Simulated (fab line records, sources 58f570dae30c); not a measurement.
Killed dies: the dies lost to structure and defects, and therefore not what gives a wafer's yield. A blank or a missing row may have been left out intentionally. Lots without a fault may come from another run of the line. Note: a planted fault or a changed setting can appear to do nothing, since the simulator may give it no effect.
What tool caused it? + flow berkeleyCmos170 + at 1 step of a route of 331, 7 lots with 21 wafers sampled

## WHAT THE GAUGES SHOWED, per wafer
UCB170_SACOX_THK_MEAS_02.
| lot  | measured    | on           | SACOX_OXIDE_THK (nm) |
|------|-------------|--------------|----------------------|
| L806 | day 5 03:19 | filmMetro-01 | 14.84 14.61 14.51    |
| L810 | day 5 23:53 | filmMetro-01 | 14.16 14.29 13.92    |
| L809 | day 5 23:53 | filmMetro-02 | 14.32 14.47 14.26    |
| L814 | day 6 20:46 | filmMetro-03 | 14.40 14.23 14.47    |
| L818 | day 7 07:52 | filmMetro-01 | 14.18 14.29 14.34    |
| L822 | day 8 15:56 | filmMetro-03 | 14.18 14.09 14.30    |
| L825 | day 9 10:34 | filmMetro-02 | 14.12 13.82 13.78    |

## TOOL THAT RAN EACH LOT (tool first, then ch and the chambers of the sampled wafers, then the start)
No process step before these readings appears in the record.

## THE ANSWER, worked out from the rows above alone
Rule: the usual values come from the lots themselves. Put in order of their means at a reading, lots are off if they are a third of the lots or fewer, leave a main group of 4 or more, and stand apart from it by a gap of 3 or more times the standard deviation of the main group's means; of several such gaps the widest counts. A main group is skipped when, at the precision printed for the reading in the tables above, its means are all equal. A lot without any number at a reading at which 4 lots or more have one is off too. The other lots that the step has rows for count as sound.
Across all readings shown, no lot is off: no conclusion can be drawn from this.

## WHAT HAD BEEN PUT IN BY THE SIMULATOR
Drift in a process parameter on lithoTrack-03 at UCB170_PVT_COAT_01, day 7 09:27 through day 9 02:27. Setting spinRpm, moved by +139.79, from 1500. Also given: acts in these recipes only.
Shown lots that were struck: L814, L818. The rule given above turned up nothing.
